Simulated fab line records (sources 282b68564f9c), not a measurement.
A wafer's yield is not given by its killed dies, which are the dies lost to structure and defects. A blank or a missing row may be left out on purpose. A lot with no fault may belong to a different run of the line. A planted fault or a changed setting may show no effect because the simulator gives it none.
What tool caused it? | flow ritCmos | 13 lots with 39 wafers sampled at 6 steps, on a route of 202 steps

## WHAT THE GAUGES SHOWED, per wafer
RIT_WELLDRIVE_RS_MEAS_01: measurement is done with a four-point probe. Usual: for NWELL_RS the level is 275.5 ohm/sq and the standard deviation is 0.7.
lot  | measured    | on           | NWELL_RS (ohm/sq) | flag
L430 | day 2 07:08 | filmMetro-01 | 275.3 276.2 275.7 | 
L431 | day 2 09:34 | filmMetro-01 | 276.8 276.6 276.8 | 
L432 | day 2 13:41 | filmMetro-01 | 274.7 275.0 274.0 | 
L433 | day 2 19:20 | filmMetro-02 | 275.2 274.1 275.2 | 
L434 | day 3 00:29 | filmMetro-04 | 276.3 276.1 275.4 | 
L436 | day 3 11:07 | filmMetro-01 | 276.4 276.9 276.6 | 
L439 | day 4 03:26 | filmMetro-01 | 275.2 276.0 275.0 | 
L448 | day 6 01:00 | filmMetro-01 | 274.8 275.3 274.6 | 
L449 | day 6 05:02 | filmMetro-02 | 274.8 274.9 274.2 | 
L450 | day 6 07:51 | filmMetro-01 | 276.3 275.9 275.7 | 
L451 | day 6 12:58 | filmMetro-01 | 275.0 275.5 275.0 | 
L452 | day 6 18:03 | filmMetro-04 | 275.1 275.3 274.2 | 
L453 | day 7 01:56 | filmMetro-01 | 275.9 275.8 276.5 | 

RIT_PLDD_TW_MEAS_10. Usual: for PLDD_TW the level is 2337 and the standard deviation is 23.
lot  | measured    | on           | PLDD_TW        | flag
L430 | day 2 21:46 | filmMetro-03 | 2372 2360 2370 | 
L431 | day 3 00:11 | filmMetro-02 | 2313 2311 2298 | 
L432 | day 3 05:04 | filmMetro-03 | 2356 2367 2388 | 
L433 | day 3 11:58 | filmMetro-04 | 2323 2344 2341 | 
L434 | day 3 15:18 | filmMetro-02 | 2310 2292 2299 | 
L436 | day 4 03:47 | filmMetro-03 | 2756 2762 2751 | OFF
L439 | day 4 18:44 | filmMetro-04 | 2735 2723 2722 | OFF
L448 | day 6 16:05 | filmMetro-04 | 2349 2341 2348 | 
L449 | day 6 19:38 | filmMetro-04 | 2355 2352 2343 | 
L450 | day 6 23:32 | filmMetro-03 | 2345 2349 2351 | 
L451 | day 7 04:40 | filmMetro-04 | 2324 2321 2320 | 
L452 | day 7 12:28 | filmMetro-03 | 2362 2357 2362 | 
L453 | day 7 20:38 | filmMetro-04 | 2327 2314 2328 | 

RIT_SDANNEAL_RS_MEAS_06: measurement is done with a four-point probe. Usual: for PLDD_RS the level is 178.8 ohm/sq and the standard deviation is 0.44.
lot  | measured    | on           | PLDD_RS (ohm/sq)  | flag
L430 | day 3 04:14 | filmMetro-03 | 178.2 178.9 178.8 | 
L431 | day 3 06:23 | filmMetro-02 | 178.5 179.1 178.8 | 
L432 | day 3 11:32 | filmMetro-02 | 178.7 178.8 178.6 | 
L433 | day 3 18:08 | filmMetro-03 | 178.9 177.8 178.3 | 
L434 | day 3 21:42 | filmMetro-02 | 179.1 178.7 179.0 | 
L436 | day 4 10:33 | filmMetro-03 | 152.1 152.7 152.1 | OFF
L439 | day 5 02:11 | filmMetro-03 | 151.7 151.5 151.4 | OFF
L448 | day 6 22:31 | filmMetro-03 | 178.4 178.8 178.9 | 
L449 | day 7 01:54 | filmMetro-03 | 179.5 179.8 179.4 | 
L450 | day 7 06:31 | filmMetro-03 | 179.0 179.1 179.1 | 
L451 | day 7 10:56 | filmMetro-03 | 179.0 178.1 178.4 | 
L452 | day 7 18:44 | filmMetro-03 | 179.2 179.5 179.5 | 
L453 | day 8 03:05 | filmMetro-04 | 178.5 178.3 179.0 | 

## EACH LOT AND THE TOOL THAT RAN IT (in order: tool; ch and the chambers of the sampled wafers; start)
lot  | RIT_ACTIVE_STRIP_14                | RIT_GATE_STRIP_20                  | RIT_PLDD_IMPLANT_08
L430 | plasmaAsher-02 ch 1, day 1 15:10   | plasmaAsher-01 ch 0,1, day 2 15:31 | implanter-03 ch 0, day 2 21:28
L431 | plasmaAsher-02 ch 0,1, day 1 20:00 | plasmaAsher-04 ch 0,1, day 2 18:08 | implanter-03 ch 0, day 2 23:53
L432 | plasmaAsher-01 ch 0,1, day 2 00:58 | plasmaAsher-01 ch 0,1, day 2 22:23 | implanter-02 ch 0, day 3 04:44
L433 | plasmaAsher-01 ch 0,1, day 2 05:58 | plasmaAsher-03 ch 0,1, day 3 05:30 | implanter-01 ch 0, day 3 11:38
L434 | plasmaAsher-01 ch 0,1, day 2 11:32 | plasmaAsher-01 ch 0,1, day 3 09:00 | implanter-01 ch 0, day 3 14:59
L436 | plasmaAsher-01 ch 0,1, day 2 21:06 | plasmaAsher-01 ch 0,1, day 3 20:17 | implanter-03 ch 0, day 4 03:09
L439 | plasmaAsher-01 ch 0,1, day 3 12:22 | plasmaAsher-04 ch 0,1, day 4 11:45 | implanter-03 ch 0, day 4 18:08
L448 | plasmaAsher-04 ch 0,1, day 5 10:49 | plasmaAsher-03 ch 0,1, day 6 09:41 | implanter-01 ch 0, day 6 15:45
L449 | plasmaAsher-01 ch 0,1, day 5 14:55 | plasmaAsher-01 ch 0,1, day 6 13:34 | implanter-03 ch 0, day 6 19:19
L450 | plasmaAsher-01 ch 0,1, day 5 19:02 | plasmaAsher-01 ch 0,1, day 6 17:02 | implanter-02 ch 0, day 6 23:14
L451 | plasmaAsher-02 ch 0,1, day 6 00:17 | plasmaAsher-04 ch 0,1, day 6 21:47 | implanter-02 ch 0, day 7 04:22
L452 | plasmaAsher-02 ch 0,1, day 6 04:54 | plasmaAsher-04 ch 0,1, day 7 05:19 | implanter-03 ch 0, day 7 12:10
L453 | plasmaAsher-01 ch 0,1, day 6 10:58 | plasmaAsher-01 ch 0,1, day 7 12:52 | implanter-03 ch 0, day 7 20:19
- RIT_ACTIVE_STRIP_14: strips in O2, time 180 s.
- RIT_GATE_STRIP_20: strips in O2, time 180 s.
- RIT_PLDD_IMPLANT_08

## AS READ BY THE TOOLS THEMSELVES (means over the sampled wafers that have a number; for cases with no such wafer, the mark the record gives instead)
RIT_ACTIVE_STRIP_14. Usual: drypumpMotorCurrentA reads 5.9 A (standard deviation 0.49).
lot  | tool           | drypumpMotorCurrentA (A) | flag
L430 | plasmaAsher-02 | 5.7                      | 
L431 | plasmaAsher-02 | 5.6                      | 
L432 | plasmaAsher-01 | 5.6                      | 
L433 | plasmaAsher-01 | 6.0                      | 
L434 | plasmaAsher-01 | 5.6                      | 
L436 | plasmaAsher-01 | 6.0                      | 
L439 | plasmaAsher-01 | 5.6                      | 
L448 | plasmaAsher-04 | 6.5                      | 
L449 | plasmaAsher-01 | 6.0                      | 
L450 | plasmaAsher-01 | 5.6                      | 
L451 | plasmaAsher-02 | 5.5                      | 
L452 | plasmaAsher-02 | 5.6                      | 
L453 | plasmaAsher-01 | 6.0                      | 

RIT_GATE_STRIP_20. Usual: drypumpMotorCurrentA reads 6.2 A (standard deviation 0.54).
lot  | tool           | drypumpMotorCurrentA (A) | flag
L430 | plasmaAsher-01 | 5.6                      | 
L431 | plasmaAsher-04 | 6.5                      | 
L432 | plasmaAsher-01 | 5.6                      | 
L433 | plasmaAsher-03 | 5.9                      | 
L434 | plasmaAsher-01 | 5.6                      | 
L436 | plasmaAsher-01 | 6.0                      | 
L439 | plasmaAsher-04 | 6.5                      | 
L448 | plasmaAsher-03 | 6.3                      | 
L449 | plasmaAsher-01 | 5.6                      | 
L450 | plasmaAsher-01 | 6.0                      | 
L451 | plasmaAsher-04 | 6.6                      | 
L452 | plasmaAsher-04 | 6.5                      | 
L453 | plasmaAsher-01 | 5.6                      | 

RIT_PLDD_IMPLANT_08. Usual: endStationPressureTorr 7.3e-06 Torr, standard deviation 4e-07; faradayCurrentUA 2821, standard deviation 52.
lot  | tool         | endStationPressureTorr (Torr) | faradayCurrentUA | flag
L430 | implanter-03 | 7.4e-06                       | 2878             | 
L431 | implanter-03 | 7.8e-06                       | 2835             | 
L432 | implanter-02 | 7.4e-06                       | 2818             | 
L433 | implanter-01 | 7.4e-06                       | 2829             | 
L434 | implanter-01 | 7.7e-06                       | 2859             | 
L436 | implanter-03 | 7.3e-06                       | 2825             | 
L439 | implanter-03 | 7.2e-06                       | 2825             | 
L448 | implanter-01 | 7.4e-06                       | 2813             | 
L449 | implanter-03 | 7.8e-06                       | 2893             | 
L450 | implanter-02 | 7.1e-06                       | 2791             | 
L451 | implanter-02 | 7.5e-06                       | 2883             | 
L452 | implanter-03 | 7.0e-06                       | 2817             | 
L453 | implanter-03 | 7.0e-06                       | 2810             | 

## THE ANSWER, worked out from the rows above alone
Rule: a lot is off if the mean of its wafers that have a number lies more than 3 standard deviations from the usual mean. Also off: a lot with no number at a reading for which 4 or more lots have one. Where the step has rows for the other lots, those lots are counted as sound. Order of review: gauges by route order, followed by the tools' own readings, for which a lot's mean as printed above is used. At the first step where some lot is off, the reading lying furthest off is the one used; lots without a number count as furthest.
Off: L436, L439, seen at RIT_PLDD_TW_MEAS_10 (PLDD_TW).
If a tool, at a process step before that reading, ran all the lots that are off and no sound lot after the first of them, it fits. The gauges at RIT_PLDD_TW_MEAS_10 are tried like those tools. None of those tried fits.

## WHAT HAD BEEN PUT IN BY THE SIMULATOR
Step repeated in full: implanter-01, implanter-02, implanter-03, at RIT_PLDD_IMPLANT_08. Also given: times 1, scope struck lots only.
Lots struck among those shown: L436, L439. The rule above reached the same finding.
